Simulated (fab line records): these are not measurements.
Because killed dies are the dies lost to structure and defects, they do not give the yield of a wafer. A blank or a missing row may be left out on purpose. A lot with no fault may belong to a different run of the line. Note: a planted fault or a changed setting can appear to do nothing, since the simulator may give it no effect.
fab line records	flow rit-cmos
record lots=7	wafers=21	last-day=7
route steps=202 shown PLDD@120 SPACER@125 NSD@131 M1@202
lots that met no fault: taken from a fault-free run of the same line
start-h: start of the lot's first displayed wafer, in hours after the record's first day	wait-h: hours from the lot's prior step to this one	" same as the row above	L1.1+2: a row that stands for several wafers	- no value, or no start given	* or withheld: withheld	< > ~ a bound
route shown NAME@n: names a module that has steps shown in the file, with the first one's number in the route	usual: mean/standard deviation taken from wafers without a fault	same: alike in all rows	chamber/n: place in a boat	sites: per-site readings	_std_site: how widely they spread, as a standard deviation	_edge_site: outer sites' mean less inner sites'	radius-mm: how far each site lies from the wafer's centre	mask NAME#n: copy n	behind: tool/chamber where the wafer was last shaped	hold: the reason the lot was held/the length of the hold in hours/how it ended	device: whichever transistor did not switch (one of n, p or np)	end of line: at the end of the route, the tests of the same wafers	a step with no rows: only its recipe	killed: dies lost to structure and defects at the first sort, not the wafer's yield	map: a wafer's dies, marking killed ones x, the rest . and places with no die _
set.NAME: the setting the step ran with; set.NAME@STEP: the setting that earlier step ran with	model.NAME: the simulator's own value behind a step, which no gauge read
a table for each step, a row for each wafer; lots at some steps of the route
services: a tool's chamber out of use, with start hour (start-h, from the record's first day; less than 0 if before it), hours out, and reason
## steps
# step RIT_PLDD_OVL_MEAS_06
# usual PLDD_OVL=-0.2/1.4
lot.wafer	tool	chamber	start-h	wait-h	PLDD_OVL[nm]
L933.3	overlay-01	-	58.46	-	-1.5
L933.5	"	-	"	"	-3.7
L933.6	"	-	"	"	-1.0
L940.1	overlay-02	-	90.66	-	-1.2
L940.2	"	-	"	"	-1.8
L940.4	"	-	"	"	-0.7
L943.2	overlay-02	-	104.41	-	-0.2
L943.3	"	-	"	"	0.6
L943.5	"	-	"	"	1.3
L944.1	overlay-01	-	108.40	-	1.1
L944.2	"	-	"	"	2.9
L944.6	"	-	"	"	4.1
L945.1	overlay-02	-	112.36	-	-0.3
L945.2	"	-	"	"	-0.8
L945.4	"	-	"	"	0.5
L953.2	overlay-01	-	154.50	-	0.0
L953.3	"	-	"	"	-0.9
L953.4	"	-	"	"	-1.6
L954.1	overlay-01	-	161.29	-	0.3
L954.2	"	-	"	"	-1.6
L954.5	"	-	"	"	1.0
# step RIT_PLDD_HARDBAKE_07
# recipe resist=NOVOLAK	temp-c=140	time-s=60
# step RIT_PLDD_IMPLANT_08
# recipe species=BF2	energy-kev=20	dose-cm2=9e+14	tilt-deg=7
# step RIT_PLDD_STRIP_09
# recipe chemistry=O2	time-s=180	resist=NOVOLAK	platen-temp-c=withheld	power-w=500	pressure-mtorr=4000	o2-flow-sccm=4000
# usual drypump-motor-current-A=5.7/0.33	o2-flow-sccm=4004/11
lot.wafer	tool	chamber	start-h	wait-h	drypump-motor-current-A	o2-flow-sccm	rf-hours-counter-h
L933.3	plasma-asher-04	1	58.84	0.1	5.7	3997	-
L933.5	"	0	"	"	5.3	3989	-
L933.6	"	1	"	"	5.7	4005	-
L940.1	plasma-asher-04	0	90.99	0.1	5.3	4015	40
L940.2	"	1	"	"	5.7	4004	40
L940.4	"	1	"	"	5.7	3999	-
L943.2	plasma-asher-04	0	104.74	0.1	5.3	4003	41
L943.3	"	0	"	"	5.3	4001	-
L943.5	"	0	"	"	5.3	3990	-
L944.1	plasma-asher-02	1	108.74	0.1	5.7	4006	48
L944.2	"	0	"	"	6.3	4006	48
L944.6	"	1	"	"	5.7	4009	-
L945.1	plasma-asher-02	0	112.92	0.1	6.3	3977	48
L945.2	"	1	"	"	5.7	4014	48
L945.4	"	1	"	"	5.7	3992	-
L953.2	plasma-asher-04	1	154.83	0.1	5.7	3991	4
L953.3	"	0	"	"	5.3	4010	-
L953.4	"	1	"	"	5.8	3998	-
L954.1	plasma-asher-04	0	161.63	0.1	5.3	4028	5
L954.2	"	1	"	"	5.7	3987	5
L954.5	"	0	"	"	5.3	4029	-
# step RIT_PLDD_TW_MEAS_10
# usual PLDD_TW=2363/11
lot.wafer	tool	chamber	start-h	wait-h	PLDD_TW
L933.3	film-metro-01	-	58.98	0.1	2346
L933.5	"	-	"	"	2380
L933.6	"	-	"	"	2368
L940.1	film-metro-02	-	91.17	0.1	2370
L940.2	"	-	"	"	2384
L940.4	"	-	"	"	2372
L943.2	film-metro-01	-	104.93	0.1	2357
L943.3	"	-	"	"	2358
L943.5	"	-	"	"	2367
L944.1	film-metro-01	-	108.91	0.1	2356
L944.2	"	-	"	"	2345
L944.6	"	-	"	"	2352
L945.1	film-metro-01	-	113.09	0.1	2355
L945.2	"	-	"	"	2363
L945.4	"	-	"	"	2360
L953.2	film-metro-01	-	155.02	0.1	2367
L953.3	"	-	"	"	2369
L953.4	"	-	"	"	2359
L954.1	film-metro-02	-	161.80	0.1	2361
L954.2	"	-	"	"	2356
L954.5	"	-	"	"	2336
# step RIT_SPACER_CLEAN_00
# recipe chemistry=SC1	mix=3:3:50	time-s=600	temp-c=75
# step RIT_SPACER_CLEAN_01
# recipe chemistry=dHF	dilution=50:1	time-s=30
# step RIT_SPACER_CLEAN_02
# recipe chemistry=SC2	mix=3:3:50	time-s=600	temp-c=75	dry=n2-spin
# step RIT_SPACER_CVD_03
# recipe material=Si3N4	target-thk-nm=250	temp-c=810	precursor=SiH2Cl2/NH3	time-s=3300	pressure-mtorr=300	sih2cl2-flow-sccm=60	nh3-flow-sccm=150
# step RIT_SPACER_THK_MEAS_04
# recipe reads=Si3N4_of_SPACER_CVD_03
# usual SPACER_NITRIDE_THK=248.2/2
lot.wafer	tool	chamber	start-h	wait-h	SPACER_NITRIDE_THK[nm]
L933.3	film-metro-01	-	61.34	0.0	254.1
L933.5	"	-	"	"	251.5
L933.6	"	-	"	"	252.1
L940.1	film-metro-04	-	93.99	0.0	250.7
L940.2	"	-	"	"	248.4
L940.4	"	-	"	"	249.8
L943.2	film-metro-04	-	107.27	0.0	247.5
L943.3	"	-	"	"	244.5
L943.5	"	-	"	"	248.9
L944.1	film-metro-04	-	111.25	0.0	248.8
L944.2	"	-	"	"	250.7
L944.6	"	-	"	"	246.8
L945.1	film-metro-01	-	116.39	0.0	249.9
L945.2	"	-	"	"	250.8
L945.4	"	-	"	"	249.1
L953.2	film-metro-01	-	157.36	0.0	247.3
L953.3	"	-	"	"	245.3
L953.4	"	-	"	"	246.1
L954.1	film-metro-01	-	164.14	0.0	248.4
L954.2	"	-	"	"	249.4
L954.5	"	-	"	"	249.7
# step RIT_SPACER_ETCHBACK_05
# recipe target-depth-a=2500	SF6_flow_sccm=30	CHF3_flow_sccm=30	target=Si3N4	chemistry=SF6/CHF3	pressure-mtorr=40	rf-w=250	time-s=240	stop-on=SiO2
# usual drypump-motor-current-A=5.6/0.51	oes-product-au=0.841/0.014	throttle-valve-pct=10.30/0.1
lot.wafer	tool	chamber	start-h	wait-h	drypump-motor-current-A	oes-product-au	rf-hours-counter-h	throttle-valve-pct
L933.3	rie-diel-03	3	61.38	0.0	5.7	0.848	17	10.30
L933.5	"	3	"	"	5.7	0.837	-	10.31
L933.6	"	0	"	"	5.3	0.868	-	10.19
L940.1	rie-diel-03	0	94.05	0.1	5.2	0.866	4	10.19
L940.2	"	3	"	"	5.7	0.835	17	10.30
L940.4	"	1	"	"	6.1	0.854	2	10.14
L943.2	rie-diel-03	2	107.32	0.0	6.5	0.830	3	10.41
L943.3	"	3	"	"	5.6	0.824	18	10.32
L943.5	"	0	"	"	5.3	0.851	-	10.20
L944.1	rie-diel-04	1	111.31	0.1	4.9	0.835	111	10.39
L944.2	"	3	"	"	5.8	0.863	113	10.22
L944.6	"	0	"	"	5.1	0.859	-	10.34
L945.1	rie-diel-04	2	116.45	0.1	5.0	0.851	4	10.36
L945.2	"	1	"	"	4.9	0.839	111	10.40
L945.4	"	3	"	"	5.8	0.855	113	10.20
L953.2	rie-diel-03	0	157.41	0.0	5.3	0.850	5	10.19
L953.3	"	2	"	"	6.5	0.817	5	10.42
L953.4	"	3	"	"	5.7	0.833	19	10.28
L954.1	rie-diel-03	2	164.20	0.1	6.5	0.833	5	10.40
L954.2	"	3	"	"	5.7	0.838	19	10.32
L954.5	"	2	"	"	6.5	0.834	-	10.41
# step RIT_NSD_HMDS_00
# recipe prime-time-s=60	prime-temp-c=140
# step RIT_NSD_COAT_01
# recipe resist=NOVOLAK	spin-rpm=3250	resist-thk-nm=1000
# usual dispense-pressure-kPa=49.4/0.37	resist-line-temp-C=23.00/0.11
lot.wafer	tool	chamber	start-h	wait-h	dispense-pressure-kPa	resist-line-temp-C	model.NOVOLAK_of_NSD_COAT_01.thk-nm
L933.3	litho-track-03	0	61.73	0.1	49.5	22.81	1002
L933.5	"	0	"	"	49.5	23.13	1001
L933.6	"	0	"	"	49.5	23.05	999.4
L940.1	litho-track-04	0	94.44	0.1	49.0	23.11	996.7
L940.2	"	0	"	"	49.0	22.89	1002
L940.4	"	0	"	"	49.1	22.86	997.5
L943.2	litho-track-04	0	107.64	0.1	49.1	23.11	889.3
L943.3	"	0	"	"	49.1	23.09	891.5
L943.5	"	0	"	"	49.1	23.06	889.5
L944.1	litho-track-04	0	111.61	0.1	49.1	22.93	894
L944.2	"	0	"	"	49.1	23.02	891.9
L944.6	"	0	"	"	49.0	23.08	893.8
L945.1	litho-track-04	0	116.75	0.1	49.1	22.92	892.4
L945.2	"	0	"	"	49.1	22.99	890.8
L945.4	"	0	"	"	49.1	22.90	892.8
L953.2	litho-track-02	0	157.74	0.1	50.0	22.94	1002
L953.3	"	0	"	"	50.0	23.06	1001
L953.4	"	0	"	"	50.0	23.12	1002
L954.1	litho-track-03	0	164.50	0.1	49.4	23.12	1003
L954.2	"	0	"	"	49.4	22.86	1002
L954.5	"	0	"	"	49.4	22.82	1001
# step RIT_NSD_SOFTBAKE_02
# recipe resist=NOVOLAK	temp-c=90	time-s=60
# step RIT_NSD_EXPOSE_03
# recipe mask-id=M9	na=0.57	target-cd-nm=40700	dose-mj=250
# step RIT_NSD_PEB_04
# recipe resist=NOVOLAK	temp-c=withheld	time-s=withheld
# step RIT_NSD_DEVELOP_05
# recipe resist=NOVOLAK	develop-time-s=50	dev-temp-c=23
# step RIT_NSD_OVL_MEAS_06
# usual NSD_OVL=-0.7/1.6
lot.wafer	tool	chamber	start-h	wait-h	NSD_OVL[nm]
L933.3	overlay-01	-	62.39	-	0.4
L933.5	"	-	"	"	-1.8
L933.6	"	-	"	"	0.3
L940.1	overlay-02	-	95.26	-	-0.7
L940.2	"	-	"	"	-1.9
L940.4	"	-	"	"	-0.8
L943.2	overlay-02	-	108.52	-	0.8
L943.3	"	-	"	"	1.1
L943.5	"	-	"	"	-0.8
L944.1	overlay-01	-	112.44	-	0.5
L944.2	"	-	"	"	-0.5
L944.6	"	-	"	"	2.5
L945.1	overlay-01	-	117.58	-	-2.7
L945.2	"	-	"	"	-0.6
L945.4	"	-	"	"	-1.6
L953.2	overlay-01	-	158.54	-	-0.5
L953.3	"	-	"	"	-0.5
L953.4	"	-	"	"	-1.7
L954.1	overlay-01	-	165.20	-	-3.0
L954.2	"	-	"	"	-3.4
L954.5	"	-	"	"	-3.4
# step RIT_NSD_HARDBAKE_07
# recipe resist=NOVOLAK	temp-c=140	time-s=60
# usual resist-line-temp-C=22.99/0.12
lot.wafer	tool	chamber	start-h	wait-h	resist-line-temp-C	model.NOVOLAK_of_NSD_COAT_01.thk-nm
L933.3	litho-track-02	0	62.47	0.1	23.01	885.7
L933.5	"	0	"	"	23.18	885
L933.6	"	0	"	"	22.97	883.2
L940.1	litho-track-03	0	95.30	0.0	23.04	880.9
L940.2	"	0	"	"	23.11	885.6
L940.4	"	0	"	"	23.04	881.5
L943.2	litho-track-02	0	108.58	0.0	23.08	786.9
L943.3	"	0	"	"	23.01	788.8
L943.5	"	0	"	"	23.14	787.1
L944.1	litho-track-04	0	112.73	0.3	22.96	791
L944.2	"	0	"	"	22.89	789.2
L944.6	"	0	"	"	23.08	790.9
L945.1	litho-track-03	0	117.61	0.0	23.13	789.5
L945.2	"	0	"	"	23.19	788.1
L945.4	"	0	"	"	23.04	790
L953.2	litho-track-02	0	158.60	0.0	23.24	885.7
L953.3	"	0	"	"	23.09	884.6
L953.4	"	0	"	"	23.01	885.3
L954.1	litho-track-02	0	165.24	0.0	22.94	886.8
L954.2	"	0	"	"	22.84	885.2
L954.5	"	0	"	"	22.94	884.8
# step RIT_NSD_IMPLANT_08
# recipe species=P	energy-kev=25	dose-cm2=1e+15	tilt-deg=7
# step RIT_M1_PROBE_99
# usual killed_at_M0_to_M3=0.0/0.14	killed-at-contacts=0.0/0.23	killed-at-front-end=7/3.1	killed-dies=7/3.1	killed-open=3.3/2	killed-short=3.5/1.9
# same gross-dies=264	killed_at_M4_up=0	killed-at-back-side=0	killed-at-other=0
lot.wafer	tool	chamber	start-h	wait-h	killed_at_M0_to_M3	killed-at-contacts	killed-at-front-end	killed-dies	killed-open	killed-short
L933.3	prober-01	-	72.49	0.2	0	0	3	3	2	1
L933.5	prober-01	-	72.59	0.2	0	0	3	3	2	1
L933.6	prober-01	-	72.64	0.2	0	0	12	12	8	4
L940.1	prober-02	-	105.70	0.1	0	0	9	9	5	4
L940.2	prober-02	-	105.75	0.1	0	0	10	10	5	5
L940.4	prober-02	-	105.85	0.2	0	0	5	5	3	2
L943.2	prober-01	-	118.58	0.1	0	0	5	5	3	2
L943.3	prober-01	-	118.63	0.2	0	0	8	8	3	4
L943.5	prober-01	-	118.73	0.2	0	0	5	5	1	4
L944.1	prober-02	-	122.75	0.1	0	0	10	10	6	4
L944.2	prober-02	-	122.80	0.1	0	0	6	6	4	2
L944.6	prober-02	-	123.00	0.2	0	0	7	7	3	4
L945.1	prober-01	-	127.48	0.1	1	0	9	10	4	5
L945.2	prober-01	-	127.53	0.1	0	1	7	8	4	4
L945.4	prober-01	-	127.63	0.2	0	0	3	3	2	1
L953.2	prober-01	-	169.24	0.1	0	0	9	9	7	2
L953.3	prober-01	-	169.29	0.2	0	0	8	8	3	5
L953.4	prober-01	-	169.34	0.2	0	0	4	4	1	3
L954.1	prober-02	-	175.24	0.1	0	0	14	14	10	4
L954.2	prober-02	-	175.29	0.1	0	0	6	6	2	4
L954.5	prober-02	-	175.44	0.2	0	0	9	9	4	5
# killed by level:class
L933.3 FOX1:geometric-particle:open=1 FOX2:geometric-particle:short=1 GATE:geometric-particle:open=1
L933.5 FOX1:geometric-particle:open=1 FOX1:geometric-particle:short=1 REOX:geometric-particle:open=1
L933.6 FOX1:geometric-particle:open=3 GATE:geometric-particle:open=2 GATE:geometric-particle:short=2 FOX2:geometric-particle:open=1 FOX2:geometric-particle:short=1 REOX:geometric-particle:open=1 SILICIDE:geometric-particle:short=1 SILICIDE:geometric-particle:open=1
L940.1 FOX2:geometric-particle:short=2 GATE:geometric-particle:open=2 REOX:geometric-particle:open=2 GATE:geometric-particle:short=1 REOX:geometric-particle:short=1 SILICIDE:geometric-particle:open=1
L940.2 GATE:geometric-particle:open=3 GATE:geometric-particle:short=2 REOX:geometric-particle:short=2 FOX2:geometric-particle:open=1 FOX2:geometric-particle:short=1 REOX:geometric-particle:open=1
L940.4 GATE:geometric-particle:short=2 GATE:geometric-particle:open=2 SILICIDE:geometric-particle:open=1
L943.2 SILICIDE:geometric-particle:open=2 FOX1:geometric-particle:short=1 FOX1:geometric-particle:open=1 FOX2:geometric-particle:short=1
L943.3 FOX2:geometric-particle:short=2 SILICIDE:geometric-particle:open=2 FOX1:geometric-particle:open=1 FOX1:geometric-particle:short=1 GATE:geometric-particle:short=1 NWELL:coat-microbubble-printed=1
L943.5 FOX1:geometric-particle:short=2 REOX:geometric-particle:open=1 REOX:geometric-particle:short=1 SPACER:geometric-particle:short=1
L944.1 SILICIDE:geometric-particle:open=2 FOX1:geometric-particle:open=1 FOX1:geometric-particle:short=1 GATE:geometric-particle:open=1 REOX:geometric-particle:short=1 REOX:geometric-particle:open=1 SPACER:geometric-particle:open=1 SPACER:geometric-particle:short=1
L944.2 GATE:geometric-particle:open=2 FOX1:geometric-particle:open=1 REOX:geometric-particle:short=1 REOX:geometric-particle:open=1 SPACER:geometric-particle:short=1
L944.6 GATE:geometric-particle:open=3 GATE:geometric-particle:short=2 SPACER:geometric-particle:short=1 SILICIDE:geometric-particle:short=1
L945.1 GATE:geometric-particle:short=2 SPACER:geometric-particle:short=2 FOX1:geometric-particle:open=1 FOX1:geometric-particle:short=1 GATE:geometric-particle:open=1 SPACER:geometric-particle:open=1 SILICIDE:geometric-particle:open=1 M1:coat-microbubble-printed=1
L945.2 GATE:geometric-particle:short=2 SPACER:geometric-particle:short=2 FOX1:geometric-particle:open=1 REOX:geometric-particle:open=1 SILICIDE:geometric-particle:open=1 CONTACT:geometric-particle:open=1
L945.4 FOX1:geometric-particle:open=1 FOX1:geometric-particle:short=1 GATE:geometric-particle:open=1
L953.2 FOX1:geometric-particle:open=2 REOX:geometric-particle:open=2 FOX2:geometric-particle:open=1 GATE:geometric-particle:open=1 SPACER:geometric-particle:short=1 SILICIDE:geometric-particle:short=1 SILICIDE:geometric-particle:open=1
L953.3 SILICIDE:geometric-particle:short=2 FOX1:geometric-particle:open=1 FOX2:geometric-particle:short=1 GATE:geometric-particle:short=1 GATE:geometric-particle:open=1 SPACER:geometric-particle:open=1 SPACER:geometric-particle:short=1
L953.4 FOX2:geometric-particle:open=1 GATE:geometric-particle:short=1 REOX:geometric-particle:short=1 SPACER:geometric-particle:short=1
L954.1 GATE:geometric-particle:open=6 SILICIDE:geometric-particle:open=3 FOX1:geometric-particle:short=1 GATE:geometric-particle:short=1 SPACER:geometric-particle:short=1 SPACER:geometric-particle:open=1 SILICIDE:geometric-particle:short=1
L954.2 GATE:geometric-particle:short=2 GATE:geometric-particle:open=1 SPACER:geometric-particle:open=1 SPACER:geometric-particle:short=1 SILICIDE:geometric-particle:short=1
L954.5 GATE:geometric-particle:short=4 REOX:geometric-particle:open=2 FOX1:geometric-particle:short=1 FOX1:geometric-particle:open=1 SILICIDE:geometric-particle:open=1
## services
tool	chamber	start-h	hours	kind
rie-diel-04	3	57.05	10.8	repair
plasma-asher-04	-	62.61	0.7	repair
plasma-asher-04	-	91.79	1.4	repair
plasma-asher-04	-	99.32	2.8	repair
plasma-asher-04	-	108.75	9.0	pm
plasma-asher-04	0	108.75	9.0	vent-cycle
plasma-asher-04	1	108.75	9.0	vent-cycle
plasma-asher-04	0	117.75	-	clean
plasma-asher-04	1	117.75	-	clean
rie-diel-04	1	156.96	3.3	repair
rie-diel-03	0	160.22	8.5	repair
## key
first-sign none at tools or gauges
model-effect step=RIT_NSD_COAT_01	value=NOVOLAK_of_NSD_COAT_01.thk-nm	without=997.9	struck=891.8
model-effect step=RIT_NSD_HARDBAKE_07	value=NOVOLAK_of_NSD_COAT_01.thk-nm	without=881.9	struck=789.1
met-at RIT_NSD_COAT_01
struck-wafers L943.2,L943.3,L943.5,L944.1,L944.2,L944.6,L945.1,L945.2,L945.4
tester-left-out L943,L944,L945
onset-between 94.44 107.64
fault kind=process-parameter-drift	tool=litho-track-04	chamber=-	onset-h=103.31	steps=RIT_NSD_COAT_01	channel=resist-thk-nm	offset=-106.31	shape=step	end-h=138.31	acts-in=these-recipes-only	stated=1000
# tester-left-out: of these lots the tester's yield and bins aren't shown, on N5 and GAA mostly nor the transistor test; their killed dies are dies lost to structure and defects alone, not to doping, threshold or leakage, so they don't give the yield
